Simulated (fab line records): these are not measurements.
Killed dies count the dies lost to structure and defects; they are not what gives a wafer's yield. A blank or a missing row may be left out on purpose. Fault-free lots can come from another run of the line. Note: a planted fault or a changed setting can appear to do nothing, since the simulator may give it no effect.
One fault seen from 2 desks	flow berkeleyCmos170	only its own numbers are on each desk; what lay behind them is given at the end

## THE TOOL OWNER'S DESK: rieDiel-01
The tool's own readings at UCB170_CONTACT_ETCH_18 (etches PSG in CHF3/CF4/Ar, stops on TiSi2, target depth 840 nm, time 195 s): means of the sampled wafers that have a number, for each lot that ran on this tool. Any lot whose mean is over 4 standard deviations away from the usual mean is out of limits and marked OUT; that distance is given in the brackets.
Columns: A = drypumpMotorCurrentA at UCB170_CONTACT_ETCH_18, usual 5.9 A; B = oesProductAu at UCB170_CONTACT_ETCH_18, usual 0.888 a.u.; C = throttleValvePct at UCB170_CONTACT_ETCH_18, usual 6.93 %
lot	first seen here	A	B	C
L761	day 10 02:00	6.2	0.911	6.90
L765	day 11 02:00	6.2	0.899	6.90
L766	day 11 07:00	6.0	0.890	6.82
This desk's verdict: no lot among the 3 shows anything out of limits.

## FROM THE METROLOGY DESK
Means of the sampled wafers that have a number, per lot and without regard to the tool the lot ran on: this is what the gauges read. Any lot whose mean is over 4 standard deviations away from the usual mean is out of limits and marked OUT; that distance is given in the brackets.
Columns: A = cdNm at UCB170_CONTACT_CD_MEAS_15, usual 700.2 nm; B = CONTACT_OVL at UCB170_CONTACT_OVL_MEAS_16, usual 2 nm
lot	first seen here	A	B
L750	day 8 07:21	701.9	-6
L761	day 10 02:19	699.6	-0
L763	day 10 16:15	701.8	3
L764	day 11 00:10	697.7	1
L765	day 11 02:36	701.0	7
L766	day 11 07:12	701.6	12
This desk's verdict: no lot among the 6 shows anything out of limits.

## ALL TOGETHER
Nothing out of limits was seen by the tool owner's desk.
Metrology desk: nothing out of limits seen.

## WHAT THE SIMULATOR HAD INSERTED
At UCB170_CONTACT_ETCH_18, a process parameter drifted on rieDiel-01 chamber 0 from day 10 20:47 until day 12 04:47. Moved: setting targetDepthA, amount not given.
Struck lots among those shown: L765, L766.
